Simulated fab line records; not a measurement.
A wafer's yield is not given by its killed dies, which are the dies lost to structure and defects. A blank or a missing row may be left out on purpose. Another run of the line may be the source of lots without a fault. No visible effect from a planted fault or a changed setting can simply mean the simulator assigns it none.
Struck lot and sound lot, side by side	flow ritCmos	44 out of 202 route steps
Sound: these wafers, L578.2, L578.3, L578.6. Struck: wafers L586.1, L586.2, L586.3. At the end, the cause is stated.
Order at every step that has rows: each side's tool, ch and its chambers, its first start. Under that, the readings that differ: sound wafers	struck wafers	difference of the means	sigmas: that difference in standard deviations of wafers without a fault.
alike: a reading whose means differ by less than 2 such deviations, as well as words and numbers matching on both sides. not compared: withheld readings; readings where some wafer has no value; bounds like >300 that might hide an equal value; numbers whose values overlap and for which the record gives no deviation.
The two part at a step that has a row with sigmas, a row that says differs or no value, or rows on one side only. Numbers that don't overlap but have no deviation are shown without sigmas and don't part them. Lack of a reading on every wafer of one side parts them only where that side has two or more wafers.

first, 4 steps without rows for these wafers: RIT_PLDD_SOFTBAKE_02 (time 60 s); RIT_PLDD_EXPOSE_03 (exposes mask M8, target cd 40900 nm); RIT_PLDD_PEB_04; RIT_PLDD_DEVELOP_05 (develop time 50 s).
RIT_PLDD_OVL_MEAS_06:
  struck on overlay-02, day 5 21:35; sound on overlay-02, day 3 19:50
  alike: PLDD_OVL
then, 2 steps without rows for these wafers: RIT_PLDD_HARDBAKE_07 (time 60 s); RIT_PLDD_IMPLANT_08.
RIT_PLDD_STRIP_09: strips in O2, time 180 s.
  sound on plasmaAsher-02 ch 0, day 3 20:10; struck on plasmaAsher-04 ch 0,1, day 5 21:55
  alike: drypumpMotorCurrentA
  not compared: rfHoursCounterH
RIT_PLDD_TW_MEAS_10:
  struck on filmMetro-01, day 5 22:05; sound on filmMetro-04, day 3 20:22
reading	sound	struck	difference	sigmas
PLDD_TW	2341 2341 2339	2398 2408 2385	+57	+2
then, 3 steps without rows for these wafers: RIT_SPACER_CLEAN_00 (cleans in SC1, time 600 s); RIT_SPACER_CLEAN_01 (cleans in dHF, time 30 s); RIT_SPACER_CLEAN_02 (cleans in SC2, time 600 s).
RIT_SPACER_CVD_03: deposits Si3N4 from SiH2Cl2/NH3, target thk 250 nm, time 3300 s.
  sound on lpcvd-01 ch 1, day 3 20:49; struck on lpcvd-02 ch 1, day 5 22:31
reading	sound	struck	difference	sigmas
sih2cl2FlowSccm (sccm)	59.95 59.95 59.90	89.94 90.00 89.95	+30.03	+99 or more
model.Si3N4_of_SPACER_CVD_03.thkNm (nm)	252.9 251.6 253.3	283.8 283.5 282.5	+30.7	
RIT_SPACER_THK_MEAS_04:
  struck on filmMetro-01, day 6 00:26; sound on filmMetro-02, day 3 22:44
reading	sound	struck	difference	sigmas
SPACER_NITRIDE_THK (nm)	252.7 251.6 253.3	283.9 283.5 282.4	+30.7	+14
RIT_SPACER_ETCHBACK_05: etches Si3N4 in SF6/CHF3, stops on SiO2, target depth 250 nm, time 240 s.
  sound on rieDiel-04 ch 0,3, day 3 22:47; struck on rieDiel-02 ch 0,1,2, day 6 00:30
reading	sound	struck	difference	sigmas
oesProductAu (a.u.)	0.884 0.853 0.849	0.928 0.931 0.928	+0.067	+4
model.etch.depthNm (nm)	252.9 251.6 253.3	283.8 283.5 282.5	+30.7	
  alike: drypumpMotorCurrentA, rfFwdPowerW, throttleValvePct
  not compared: rfHoursCounterH
then, 6 steps without rows for these wafers: RIT_NSD_HMDS_00 (prime time 60 s); RIT_NSD_COAT_01 (resist thk 1000 nm); RIT_NSD_SOFTBAKE_02 (time 60 s); RIT_NSD_EXPOSE_03 (exposes mask M9, target cd 40700 nm); RIT_NSD_PEB_04; RIT_NSD_DEVELOP_05 (develop time 50 s).
RIT_NSD_OVL_MEAS_06:
  struck on overlay-02, day 6 01:30; sound on overlay-01, day 3 23:50
  alike: NSD_OVL
then, 2 steps without rows for these wafers: RIT_NSD_HARDBAKE_07 (time 60 s); RIT_NSD_IMPLANT_08.
RIT_NSD_STRIP_09: strips in O2, time 180 s.
  sound on plasmaAsher-01 ch 0,1, day 4 00:10; struck on plasmaAsher-01 ch 0,1, day 6 01:50
  alike: drypumpMotorCurrentA
  not compared: rfHoursCounterH
RIT_NSD_TW_MEAS_10:
  struck on filmMetro-01, day 6 02:01; sound on filmMetro-01, day 4 00:21
  alike: NSD_TW
then, 6 steps without rows for these wafers: RIT_PSD_HMDS_00 (prime time 60 s); RIT_PSD_COAT_01 (resist thk 1000 nm); RIT_PSD_SOFTBAKE_02 (time 60 s); RIT_PSD_EXPOSE_03 (exposes mask M10, target cd 40900 nm); RIT_PSD_PEB_04; RIT_PSD_DEVELOP_05 (develop time 50 s).
RIT_PSD_OVL_MEAS_06:
  struck on overlay-02, day 6 02:55; sound on overlay-02, day 4 01:23
  alike: PSD_OVL
then, 2 steps without rows for these wafers: RIT_PSD_HARDBAKE_07 (time 60 s); RIT_PSD_IMPLANT_08.
RIT_PSD_STRIP_09: strips in O2, time 180 s.
  sound on plasmaAsher-02 ch 1, day 4 01:43; struck on plasmaAsher-01 ch 0,1, day 6 03:15
  alike: drypumpMotorCurrentA
  not compared: rfHoursCounterH
RIT_PSD_TW_MEAS_10:
  struck on filmMetro-03, day 6 03:26; sound on filmMetro-01, day 4 01:54
reading	sound	struck	difference	sigmas
PSD_TW	3488 3495 3504	3414 3405 3412	-85	-2
then, 3 steps without rows for these wafers: RIT_SDANNEAL_CLEAN_00 (cleans in SC1, time 600 s); RIT_SDANNEAL_CLEAN_01 (cleans in dHF, time 30 s); RIT_SDANNEAL_CLEAN_02 (cleans in SC2, time 600 s).
RIT_SDANNEAL_RTA_03: time 5 s.
  sound on rtpAnneal-01 ch 0, day 4 02:19; struck on rtpAnneal-01 ch 0, day 6 04:12
  alike: wafer_temp_C_max
RIT_SDANNEAL_RS_MEAS_04: uses a four-point probe to measure.
  struck on filmMetro-04, day 6 04:16; sound on filmMetro-04, day 4 02:23
reading	sound	struck	difference	sigmas
PSD_RS (ohm/sq)	116.65 116.63 116.36	116.00 116.00 115.54	-0.70	-3
RIT_SILICIDE_WET_ETCH_00: etches SiO2 in BOE, target depth 14 nm, time 15 s.
  sound on wetBench-01 ch 1, day 4 02:51; struck on wetBench-03 ch 3, day 6 04:44
reading	sound	struck	difference	sigmas
model.Si3N4_of_SPACER_CVD_03.thkNm (nm)	195.9 196 197.6	221 222.1 220.5	+25	
RIT_M1_PROBE_99:
  struck on prober-02, day 6 11:43; sound on prober-02, day 4 09:47
reading	sound	struck	difference	sigmas
model.etest.pplusSal.widthNm (nm)	3435 3432 3417	3350 3341 3323	-90	
model.etest.nplusSal.widthNm (nm)	3444 3434 3432	3339 3345 3340	-95	
model.etest.nmos_0p15.rOnOhmUm	1152 1121 1139	1041 1020 1042	-103	
model.etest.nwellPinched.rsOhmSq	345.5 338.5 340.1	325.2 319.3 320.3	-19.8	
model.etest.pwellPinched.rsOhmSq	457 459.4 449.2	434.3 436.5 442.4	-17.5	
model.etest.nmos_0p3.driveUaUm	233.7 228.6 227.6	216 217.2 217.2	-13	
model.etest.contactNplus.endOhmUm	38.35 40.05 40.62	36.26 35.89 36.34	-3.51	
model.etest.diodeNplusComb.leakLog10ACm2	-5.182 -5.229 -5.128	-5.381 -5.492 -5.979	-0.438	

## WHERE THEY PART
Earliest at RIT_PLDD_TW_MEAS_10; latest, in this record, at RIT_SDANNEAL_RS_MEAS_04.

WHY: the cause the simulator had injected
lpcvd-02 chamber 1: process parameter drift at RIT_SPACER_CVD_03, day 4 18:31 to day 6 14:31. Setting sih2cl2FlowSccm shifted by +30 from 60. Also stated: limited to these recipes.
